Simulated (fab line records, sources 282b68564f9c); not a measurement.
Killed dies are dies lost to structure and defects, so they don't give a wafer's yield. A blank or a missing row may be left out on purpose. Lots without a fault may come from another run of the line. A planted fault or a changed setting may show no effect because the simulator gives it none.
A struck lot beside a sound one | flow rit_cmos | 15 steps out of a route of 202
Sound: wafers L701.2, L701.5, L701.6. Struck: wafers L712.3, L712.5, L712.6. The cause comes at the end.
At each step with rows: each side's tool, then ch and its chambers, then its first start. Under that, the readings that differ: sound wafers | struck wafers | difference of the means | sigmas: that difference in standard deviations of wafers without a fault.
alike: readings whose means differ by less than 2 such deviations, and words and numbers that are the same on both sides. not compared: withheld readings, readings that some wafer has no value for, bounds like >300 that may hide the same value, and numbers for which the record gives no deviation and whose values overlap.
The two part at a step that has a row with sigmas, a row that says differs or no value, or rows on one side only. Numbers that don't overlap but have no deviation are shown without sigmas and don't part them. A reading that every wafer of one side lacks parts them only if that side has two wafers or more.

RIT_SILICIDE_RTA_06: time 10 s, ramp up 5 s, ramp down 10 s.
  sound on rtp_anneal-02 ch 0, day 3 23:45; struck on rtp_anneal-01 ch 0, day 6 04:58
  alike: wafer_temp_C_max
RIT_CONTACT_CVD_00: deposits SiO2 from TEOS, target thk 400 nm, time 61 s.
  sound on pecvd-02 ch 0,1, day 3 23:48; struck on pecvd-03 ch 1,2, day 6 05:01
  alike: heater_power_w
RIT_CONTACT_THK_MEAS_01:
  sound on film_metro-02, day 3 23:52; struck on film_metro-03, day 6 05:05
  alike: CONTACT_TEOS_THK
then, 6 steps without rows for these wafers: RIT_CONTACT_HMDS_02 (prime time 60 s); RIT_CONTACT_COAT_03 (resist thk 1000 nm); RIT_CONTACT_SOFTBAKE_04 (time 60 s); RIT_CONTACT_EXPOSE_05 (exposes mask M11, target cd 1000 nm); RIT_CONTACT_PEB_06; RIT_CONTACT_DEVELOP_07 (develop time 120 s).
RIT_CONTACT_CD_MEAS_08: target cd 1000 nm.
  sound on cd_sem-02, day 4 00:54; struck on cd_sem-02, day 6 06:16
  alike: cd_nm
RIT_CONTACT_OVL_MEAS_09:
  sound on overlay-02, day 4 01:00; struck on overlay-01, day 6 06:21
  alike: CONTACT_OVL
then, 1 step without rows for these wafers: RIT_CONTACT_HARDBAKE_10 (time 60 s).
RIT_CONTACT_ETCH_11: etches SiO2 in CHF3/CF4/Ar, stops on TiSi2, target depth 480 nm, time 320 s.
  sound on rie_diel-03 ch 1,2,3, day 4 01:11; struck on rie_diel-04 ch 0,3, day 6 06:31
  reading                                      | sound             | struck          | difference | sigmas
  model.NOVOLAK_of_CONTACT_COAT_03.thk_nm (nm) | 770.3 770.8 771.1 | 688.9 688.8 690 | -81.5      |
  alike: drypump_motor_current_A, oes_product_au, throttle_valve_pct
  not compared: rf_hours_counter_h
RIT_CONTACT_STRIP_12: strips in O2, time 180 s.
  sound on plasma_asher-03 ch 0,1, day 4 01:23; struck on plasma_asher-02 ch 0,1, day 6 06:47
  alike: drypump_motor_current_A, rf_refl_power_W
  not compared: rf_hours_counter_h
RIT_M1_PROBE_99:
  sound on prober-01, day 4 06:14; struck on prober-02, day 6 11:50
  reading                                                 | sound                | struck               | difference | sigmas
  model.etest.nmos_0p15.junction_log10_a_um               | -13.52 -13.78 -13.52 | -7.571 -8.062 -7.924 | +5.754     |
  model.etest.nmos_narrow.off_log10_a_um                  | -13.14 -13.34 -13.2  | -7.571 -8.062 -7.924 | +5.374     |
  model.etest.gate_end_array.leak_log10_a_um              | -12.99 -13.09 -12.8  | -7.306 -7.853 -7.79  | +5.310     |
  model.etest.nmos_0p3.off_log10_a_um                     | -13.19 -13.18 -12.97 | -7.571 -8.062 -7.924 | +5.261     |
  model.etest.pmos_0p15.junction_log10_a_um               | -13.76 -13.71 -13.78 | -8.571 -9.062 -8.924 | +4.898     |
  model.etest.contact_diode_array.leak_log10_a (angstrom) | -9.549 -9.499 -9.458 | -4.279 -4.821 -4.682 | +4.908     |
  model.etest.select_edge_diode_n.leak_log10_a (angstrom) | -9.882 -9.794 -9.856 | -5.327 -6.04 -5.882  | +4.094     |
  model.etest.pmos_0p3.off_log10_a_um                     | -12.69 -12.85 -12.77 | -8.571 -9.062 -8.924 | +3.918     |
  alike: killed_at_contacts, killed_at_front_end, killed_dies, killed_on_rim, killed_open, killed_short

WHERE THEY PART
Nowhere in this record.

WHY: what the simulator had put in
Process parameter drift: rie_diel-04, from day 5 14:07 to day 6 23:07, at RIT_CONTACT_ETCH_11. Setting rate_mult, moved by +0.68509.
